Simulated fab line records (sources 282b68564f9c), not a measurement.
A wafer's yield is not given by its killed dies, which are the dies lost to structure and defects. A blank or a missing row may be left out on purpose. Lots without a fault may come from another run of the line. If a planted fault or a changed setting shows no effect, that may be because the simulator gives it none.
fab line records + flow ritCmos
record
- lots=6
- wafers=18
- lastDay=6
route steps=202 shown FOX2@24 NWELL@28 M1@202
lots that met no fault: taken from a fault-free run of the same line
startH: start of the lot's first displayed wafer, in hours after the record's first day + waitH: time in hours since the lot's previous step + " unchanged from the row above + L1.1+2: a single row standing in for several wafers + - value missing, or start not given + * or withheld: withheld + < > ~ a bound
route shown NAME@n: NAME is a module with steps in the file, n the number in the route of the first one + usual: mean and standard deviation over wafers with no fault + same: alike in all rows + chamber/n: place in a boat + sites: readings site by site + _std_site: standard deviation of those values + _edge_site: outer sites' mean less inner sites' + radiusMm: how far each site lies from the wafer's centre + mask NAME#n: copy n + behind: tool/chamber where the wafer was last shaped + hold: the reason the lot was held/the length of the hold in hours/how it ended + device: the n, p or np transistor that did not switch + end of line: the same wafers' tests at the end of the route + a step without rows: its recipe alone + killed: not the wafer's yield, but the dies lost to structure and defects at the first sort + map: a wafer's dies, x killed, . not, _ none there
set.NAME: the setting that was run; set.NAME@STEP: the one run at that earlier step + model.NAME: the simulator's own value behind a step, which no gauge read
lots seen at some steps along the route; tables by step, rows by wafer
services: from which hour (startH, from the record's first day; less than 0 if before it) a tool's chamber was out of use, for how many hours, and why
## steps
# step RIT_FOX2_THK_MEAS_01
# recipe
- reads=SiO2_of_FOX2_OXIDATION_00
# usual
- FOX2_OXIDE_THK=350/6.3
| lot.wafer | tool         | chamber | startH | waitH | FOX2_OXIDE_THK[nm] |
|-----------|--------------|---------|--------|-------|--------------------|
| L433.1    | filmMetro-02 | -       | 61.79  | 0.0   | 353                |
| L433.2    | "            | -       | "      | "     | 353                |
| L433.5    | "            | -       | "      | "     | 356                |
| L436.3    | filmMetro-01 | -       | 72.25  | 0.0   | 350                |
| L436.4    | "            | -       | "      | "     | 343                |
| L436.6    | "            | -       | "      | "     | 346                |
| L439.2    | filmMetro-02 | -       | 84.54  | 0.0   | 344                |
| L439.4    | "            | -       | "      | "     | 343                |
| L439.6    | "            | -       | "      | "     | 346                |
| L440.1    | filmMetro-02 | -       | 90.42  | 0.0   | 339                |
| L440.3    | "            | -       | "      | "     | 338                |
| L440.5    | "            | -       | "      | "     | 336                |
| L442.1    | filmMetro-01 | -       | 99.87  | 0.0   | 363                |
| L442.4    | "            | -       | "      | "     | 352                |
| L442.5    | "            | -       | "      | "     | 362                |
| L443.3    | filmMetro-01 | -       | 103.84 | 0.0   | 356                |
| L443.5    | "            | -       | "      | "     | 358                |
| L443.6    | "            | -       | "      | "     | 356                |
# step RIT_FOX2_CLEAN_02
# recipe
- chemistry=dHF
- dilution=50:1
- timeS=180
# step RIT_FOX2_WET_ETCH_03
# recipe
- chemistry=H3PO4
- target=Si3N4
- targetDepthNm=195
- tempC=165
- timeS=2700
# step RIT_FOX2_THK_MEAS_90
# recipe
- reads=SiO2_of_FOX2_OXIDATION_00
# usual
- FIELD_OXIDE_LEFT_1_THK=323/6.3
| lot.wafer | tool         | chamber | startH | waitH | FIELD_OXIDE_LEFT_1_THK[nm] |
|-----------|--------------|---------|--------|-------|----------------------------|
| L433.1    | filmMetro-01 | -       | 62.67  | 0.0   | 325                        |
| L433.2    | "            | -       | "      | "     | 326                        |
| L433.5    | "            | -       | "      | "     | 329                        |
| L436.3    | filmMetro-04 | -       | 73.32  | 0.0   | 323                        |
| L436.4    | "            | -       | "      | "     | 316                        |
| L436.6    | "            | -       | "      | "     | 319                        |
| L439.2    | filmMetro-02 | -       | 85.49  | 0.0   | 317                        |
| L439.4    | "            | -       | "      | "     | 316                        |
| L439.6    | "            | -       | "      | "     | 319                        |
| L440.1    | filmMetro-02 | -       | 91.30  | 0.0   | 312                        |
| L440.3    | "            | -       | "      | "     | 311                        |
| L440.5    | "            | -       | "      | "     | 309                        |
| L442.1    | filmMetro-04 | -       | 101.50 | 0.0   | 335                        |
| L442.4    | "            | -       | "      | "     | 324                        |
| L442.5    | "            | -       | "      | "     | 334                        |
| L443.3    | filmMetro-01 | -       | 104.79 | 0.0   | 330                        |
| L443.5    | "            | -       | "      | "     | 330                        |
| L443.6    | "            | -       | "      | "     | 329                        |
# step RIT_NWELL_HMDS_00
# recipe
- primeTimeS=60
- primeTempC=140
# step RIT_NWELL_COAT_01
# recipe
- resist=NOVOLAK
- spinRpm=2000
- resistThkNm=1300
# step RIT_NWELL_SOFTBAKE_02
# recipe
- resist=NOVOLAK
- tempC=90
- timeS=60
# step RIT_NWELL_EXPOSE_03
# recipe
- maskId=M2
- na=0.57
- targetCdNm=43900
- doseMj=250
# step RIT_NWELL_PEB_04
# recipe
- resist=NOVOLAK
- tempC=withheld
- timeS=withheld
# step RIT_NWELL_DEVELOP_05
# recipe
- resist=NOVOLAK
- developTimeS=68
- devTempC=23
# step RIT_NWELL_OVL_MEAS_06
# usual
- NWELL_OVL=0.5/1.3
| lot.wafer | tool       | chamber | startH | waitH | NWELL_OVL[nm] |
|-----------|------------|---------|--------|-------|---------------|
| L433.1    | overlay-01 | -       | 63.90  | -     | -1.0          |
| L433.2    | "          | -       | "      | "     | 1.8           |
| L433.5    | "          | -       | "      | "     | 0.1           |
| L436.3    | overlay-01 | -       | 74.38  | -     | 1.8           |
| L436.4    | "          | -       | "      | "     | 2.2           |
| L436.6    | "          | -       | "      | "     | 1.2           |
| L439.2    | overlay-02 | -       | 86.43  | -     | -0.1          |
| L439.4    | "          | -       | "      | "     | -1.0          |
| L439.6    | "          | -       | "      | "     | -1.3          |
| L440.1    | overlay-01 | -       | 92.24  | -     | 1.0           |
| L440.3    | "          | -       | "      | "     | -0.2          |
| L440.5    | "          | -       | "      | "     | 0.8           |
| L442.1    | overlay-02 | -       | 102.57 | -     | 0.4           |
| L442.4    | "          | -       | "      | "     | -0.9          |
| L442.5    | "          | -       | "      | "     | 1.3           |
| L443.3    | overlay-01 | -       | 105.85 | -     | -0.7          |
| L443.5    | "          | -       | "      | "     | 1.0           |
| L443.6    | "          | -       | "      | "     | -0.9          |
# step RIT_NWELL_HARDBAKE_07
# recipe
- resist=NOVOLAK
- tempC=140
- timeS=120
# step RIT_NWELL_IMPLANT_08
# recipe
- species=P
- energyKev=170
- doseCm2=5e+13
- tiltDeg=7
# usual
- tiltDeg=7.006/0.018
| lot.wafer | tool         | chamber | startH | waitH | tiltDeg |
|-----------|--------------|---------|--------|-------|---------|
| L433.1    | implanter-01 | 0       | 64.40  | 0.2   | 7.013   |
| L433.2    | "            | 0       | "      | "     | 7.006   |
| L433.5    | "            | 0       | "      | "     | 7.002   |
| L436.3    | implanter-04 | 0       | 74.94  | 0.2   | 7.004   |
| L436.4    | "            | 0       | "      | "     | 6.989   |
| L436.6    | "            | 0       | "      | "     | 7.016   |
| L439.2    | implanter-04 | 0       | 86.73  | 0.2   | 8.280   |
| L439.4    | "            | 0       | "      | "     | 8.285   |
| L439.6    | "            | 0       | "      | "     | 8.275   |
| L440.1    | implanter-04 | 0       | 92.60  | 0.2   | 8.286   |
| L440.3    | "            | 0       | "      | "     | 8.303   |
| L440.5    | "            | 0       | "      | "     | 8.301   |
| L442.1    | implanter-03 | 0       | 102.85 | 0.2   | 7.010   |
| L442.4    | "            | 0       | "      | "     | 6.978   |
| L442.5    | "            | 0       | "      | "     | 7.016   |
| L443.3    | implanter-01 | 0       | 106.17 | 0.2   | 7.009   |
| L443.5    | "            | 0       | "      | "     | 7.001   |
| L443.6    | "            | 0       | "      | "     | 7.001   |
# step RIT_NWELL_STRIP_09
# recipe
- chemistry=O2
- timeS=180
- resist=NOVOLAK
- platenTempC=withheld
- powerW=500
- pressureMtorr=4000
- o2FlowSccm=4000
# usual
- drypumpMotorCurrentA=5.88/0.3
| lot.wafer | tool           | chamber | startH | waitH | drypumpMotorCurrentA | rfHoursCounterH |
|-----------|----------------|---------|--------|-------|----------------------|-----------------|
| L433.1    | plasmaAsher-03 | 1       | 64.55  | 0.1   | 5.97                 | 39              |
| L433.2    | "              | 0       | "      | "     | 5.67                 | 39              |
| L433.5    | "              | 1       | "      | "     | 5.98                 | -               |
| L436.3    | plasmaAsher-03 | 0       | 75.10  | 0.1   | 5.67                 | -               |
| L436.4    | "              | 1       | "      | "     | 5.97                 | -               |
| L436.6    | "              | 1       | "      | "     | 5.97                 | -               |
| L439.2    | plasmaAsher-02 | 1       | 86.86  | 0.1   | 5.63                 | 31              |
| L439.4    | "              | 0       | "      | "     | 6.32                 | -               |
| L439.6    | "              | 0       | "      | "     | 6.34                 | -               |
| L440.1    | plasmaAsher-02 | 0       | 92.75  | 0.1   | 6.32                 | 32              |
| L440.3    | "              | 1       | "      | "     | 5.67                 | -               |
| L440.5    | "              | 1       | "      | "     | 5.70                 | -               |
| L442.1    | plasmaAsher-02 | 0       | 103.00 | 0.1   | 6.40                 | 33              |
| L442.4    | "              | 1       | "      | "     | 5.66                 | -               |
| L442.5    | "              | 1       | "      | "     | 5.64                 | -               |
| L443.3    | plasmaAsher-01 | 0       | 106.33 | 0.1   | 5.57                 | -               |
| L443.5    | "              | 0       | "      | "     | 5.61                 | -               |
| L443.6    | "              | 1       | "      | "     | 5.68                 | -               |
# step RIT_M1_PROBE_99
# usual
- killedAtFrontEnd=7/3.2
- killedDies=7/3.2
- killedOnRim=1.9/1.5
- killedOpen=3.6/2.1
- killedShort=3.5/2
# same
- grossDies=264
- killed_at_M0_to_M3=0
- killed_at_M4_up=0
- killedAtBackSide=0
- killedAtContacts=0
- killedAtOther=0
| lot.wafer | tool      | chamber | startH | waitH | killedAtFrontEnd | killedDies | killedOnRim | killedOpen | killedShort |
|-----------|-----------|---------|--------|-------|------------------|------------|-------------|------------|-------------|
| L433.1    | prober-01 | -       | 103.83 | 0.1   | 4                | 4          | 1           | 3          | 1           |
| L433.2    | prober-01 | -       | 103.88 | 0.1   | 3                | 3          | 0           | 1          | 2           |
| L433.5    | prober-01 | -       | 104.03 | 0.2   | 7                | 7          | 1           | 6          | 1           |
| L436.3    | prober-01 | -       | 113.19 | 0.2   | 5                | 5          | 0           | 4          | 1           |
| L436.4    | prober-01 | -       | 113.24 | 0.2   | 11               | 11         | 3           | 6          | 5           |
| L436.6    | prober-01 | -       | 113.34 | 0.2   | 5                | 5          | 1           | 3          | 2           |
| L439.2    | prober-02 | -       | 123.71 | 0.1   | 5                | 5          | 2           | 2          | 3           |
| L439.4    | prober-02 | -       | 123.81 | 0.2   | 5                | 5          | 1           | 2          | 3           |
| L439.6    | prober-02 | -       | 123.91 | 0.2   | 7                | 7          | 1           | 4          | 3           |
| L440.1    | prober-01 | -       | 128.78 | 0.1   | 10               | 10         | 2           | 8          | 2           |
| L440.3    | prober-01 | -       | 128.88 | 0.2   | 7                | 7          | 2           | 2          | 5           |
| L440.5    | prober-01 | -       | 128.98 | 0.2   | 18               | 18         | 5           | 10         | 8           |
| L442.1    | prober-01 | -       | 139.76 | 0.1   | 8                | 8          | 2           | 6          | 2           |
| L442.4    | prober-01 | -       | 139.91 | 0.2   | 7                | 7          | 3           | 4          | 3           |
| L442.5    | prober-01 | -       | 139.96 | 0.2   | 7                | 7          | 1           | 4          | 3           |
| L443.3    | prober-02 | -       | 141.87 | 0.2   | 5                | 5          | 0           | 2          | 3           |
| L443.5    | prober-02 | -       | 141.97 | 0.2   | 3                | 3          | 1           | 0          | 3           |
| L443.6    | prober-02 | -       | 142.02 | 0.2   | 5                | 5          | 1           | 3          | 2           |
# killed by level:class
L433.1 GATE:geometricParticle:open=3 GATE:geometricParticle:short=1
L433.2 GATE:geometricParticle:short=1 SPACER:geometricParticle:open=1 SILICIDE:geometricParticle:short=1
L433.5 REOX:geometricParticle:open=2 SILICIDE:geometricParticle:open=2 FOX1:geometricParticle:open=1 SPACER:geometricParticle:open=1 SILICIDE:geometricParticle:short=1
L436.3 GATE:geometricParticle:open=3 GATE:geometricParticle:short=1 REOX:geometricParticle:open=1
L436.4 GATE:geometricParticle:open=4 GATE:geometricParticle:short=4 FOX1:geometricParticle:open=2 FOX2:geometricParticle:short=1
L436.6 FOX1:geometricParticle:open=1 FOX2:geometricParticle:open=1 GATE:geometricParticle:short=1 GATE:geometricParticle:open=1 REOX:geometricParticle:short=1
L439.2 SPACER:geometricParticle:short=2 GATE:geometricParticle:short=1 GATE:geometricParticle:open=1 SILICIDE:geometricParticle:open=1
L439.4 FOX1:geometricParticle:short=1 FOX2:geometricParticle:open=1 GATE:geometricParticle:open=1 GATE:geometricParticle:short=1 REOX:geometricParticle:short=1
L439.6 GATE:geometricParticle:open=2 GATE:geometricParticle:short=2 FOX1:geometricParticle:short=1 SPACER:geometricParticle:open=1 SILICIDE:geometricParticle:open=1
L440.1 GATE:geometricParticle:open=4 FOX1:geometricParticle:open=1 REOX:geometricParticle:open=1 SPACER:geometricParticle:open=1 SPACER:geometricParticle:short=1 SILICIDE:geometricParticle:short=1 SILICIDE:geometricParticle:open=1
L440.3 GATE:geometricParticle:short=3 REOX:geometricParticle:open=2 SPACER:geometricParticle:short=1 SILICIDE:geometricParticle:short=1
L440.5 REOX:geometricParticle:open=5 GATE:geometricParticle:open=4 REOX:geometricParticle:short=4 FOX1:geometricParticle:short=3 FOX1:geometricParticle:open=1 GATE:geometricParticle:short=1
L442.1 GATE:geometricParticle:open=2 REOX:geometricParticle:open=2 FOX1:geometricParticle:short=1 FOX1:geometricParticle:open=1 GATE:geometricParticle:short=1 SILICIDE:geometricParticle:open=1
L442.4 GATE:geometricParticle:short=2 GATE:geometricParticle:open=2 FOX1:geometricParticle:open=1 REOX:geometricParticle:short=1 REOX:geometricParticle:open=1
L442.5 GATE:geometricParticle:open=2 GATE:geometricParticle:short=2 REOX:geometricParticle:short=1 SPACER:geometricParticle:open=1 SILICIDE:geometricParticle:open=1
L443.3 GATE:geometricParticle:short=2 FOX1:geometricParticle:short=1 GATE:geometricParticle:open=1 REOX:geometricParticle:open=1
L443.5 GATE:geometricParticle:short=2 REOX:geometricParticle:short=1
L443.6 FOX1:geometricParticle:open=1 FOX2:geometricParticle:open=1 GATE:geometricParticle:short=1 REOX:geometricParticle:open=1 REOX:geometricParticle:short=1
## services
| tool           | chamber | startH | hours | kind   |
|----------------|---------|--------|-------|--------|
| plasmaAsher-03 | -       | 43.92  | 2.2   | repair |
| implanter-03   | -       | 45.43  | 5.1   | repair |
| implanter-04   | -       | 78.57  | 3.8   | pm     |
| plasmaAsher-01 | -       | 80.55  | 13.0  | repair |
## key
firstSign
- step=RIT_NWELL_IMPLANT_08
- reading=tiltDeg
- direction=up
- sigmas=73
- usual=7.006
- struck=8.288
effect none on later readings
metAt RIT_NWELL_IMPLANT_08
struckWafers L439.2,L439.4,L439.6,L440.1,L440.3,L440.5
testerLeftOut L439,L440
onsetBetween 74.94 86.73
fault
- kind=processParameterDrift
- tool=implanter-04
- chamber=-
- onsetH=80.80
- steps=RIT_NWELL_IMPLANT_08
- channel=tiltDeg
- offset=1.2764
- shape=step
- endH=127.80
- actsIn=theseRecipesOnly
- stated=7
# testerLeftOut: of these lots the tester's yield and bins aren't shown, on N5 and GAA mostly nor the transistor test; their killed dies are dies lost to structure and defects alone, not to doping, threshold or leakage, so they don't give the yield
